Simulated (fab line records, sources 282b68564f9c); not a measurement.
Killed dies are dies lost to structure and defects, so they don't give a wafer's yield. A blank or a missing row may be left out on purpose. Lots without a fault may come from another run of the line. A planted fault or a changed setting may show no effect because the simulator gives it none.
Chamber matching | flow rit_cmos | RIT_GATE_ETCH_19 on rie_si-01: 4 sister chambers
The step etches poly-Si in SF6/CHF3/O2, stops on SiO2, time 165 s, target depth 312.5 nm. 8 wafers are shown with their chamber, then 7 later ones without.

WAFERS WITH THEIR CHAMBER
wafer  | chamber | throttle_valve_pct (%) | run_length_s (s)
L510.2 | 3       | 10.40                  | 193.2
L516.5 | 0       | 10.22                  | 192.8
L516.6 | 1       | 10.47                  | 192.3
L522.2 | 3       | 10.39                  | 192.7
L522.3 | 2       | 10.54                  | 193.4
L522.6 | 2       | 10.55                  | 193.5
L526.1 | 0       | 10.24                  | 192.8
L526.3 | 1       | 10.47                  | 192.7

WAFERS WITHOUT THEIR CHAMBER
wafer  | throttle_valve_pct (%) | run_length_s (s)
L526.6 | 10.57                  | 193.9
L528.4 | 10.47                  | 192.3
L528.5 | 10.39                  | 192.6
L528.6 | 10.54                  | 193.4
L530.2 | 10.48                  | 192.8
L530.3 | 10.41                  | 192.7
L530.4 | 10.56                  | 193.8

WHICH CHAMBER EACH WENT THROUGH
wafer  | from the rows above | in truth
L526.6 | 2                   | 2
L528.4 | 1                   | 1
L528.5 | 3                   | 3
L528.6 | 2                   | 2
L530.2 | 1                   | 1
L530.3 | 3                   | 3
L530.4 | 2                   | 2
Placed correctly: 7 of 7. Can't be placed from these rows: 0. Placed wrongly: 0.
How it was worked out, from the rows above alone: a wafer's distance from a chamber is the root of the sum, over the readings, of the square of ((its reading less the chamber's mean) divided by the reading's scatter). The wafer belongs to the nearest chamber; if the next one is less than 2 further off, it can't be placed. A chamber's mean is the mean of its shown wafers. The scatter: the root of (the sum of the squares of (reading less its chamber's mean) over the shown wafers, divided by (wafers less chambers)).
